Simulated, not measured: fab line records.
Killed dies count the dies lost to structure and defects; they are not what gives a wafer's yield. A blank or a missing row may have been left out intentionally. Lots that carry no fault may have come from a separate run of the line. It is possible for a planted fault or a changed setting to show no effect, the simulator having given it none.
Which tool was responsible? :: flow berkeleyCmos170 :: 6 lots, 18 wafers sampled, at 1 step of a route of 331

WHAT THE GAUGES SHOWED, per wafer
UCB170_PSD_CD_MEAS_06 targets a cd of 1200 nm.
lot: L505
measured: day 6 22:42
on: cdSem-02
cdNm (nm): 1201.5 1200.3 1200.1

lot: L506
measured: day 6 22:37
on: cdSem-01
cdNm (nm): 1202.1 1202.0 1201.9

lot: L510
measured: day 8 09:13
on: cdSem-02
cdNm (nm): 1201.5 1201.4 1202.3

lot: L512
measured: day 8 19:23
on: cdSem-01
cdNm (nm): 1201.0 1200.7 1201.0

lot: L518
measured: day 10 00:56
on: cdSem-02
cdNm (nm): 1200.2 1199.3 1200.5

lot: L523
measured: day 11 08:33
on: cdSem-02
cdNm (nm): 1201.0 1199.4 1200.3

TOOL THAT RAN EACH LOT (tool first, then ch and the chambers of the sampled wafers, then the start)
Before these readings, the record contains no process step.

THE ANSWER, worked out from the rows above alone
Rule: the usual values come from the lots themselves. Put in order of their means at a reading, lots are off if they are a third of the lots or fewer, leave a main group of 4 or more, and stand apart from it by a gap of 3 or more times the standard deviation of the main group's means; of several such gaps the widest counts. Not used: any main group whose means are identical at the precision the tables above print for the reading. Also off: a lot with no number at a reading for which 4 or more lots have one. The other lots that the step has rows for count as sound.
No lot is off on any of the readings shown, so nothing can be concluded from this.

WHAT THE SIMULATOR HAD PUT IN
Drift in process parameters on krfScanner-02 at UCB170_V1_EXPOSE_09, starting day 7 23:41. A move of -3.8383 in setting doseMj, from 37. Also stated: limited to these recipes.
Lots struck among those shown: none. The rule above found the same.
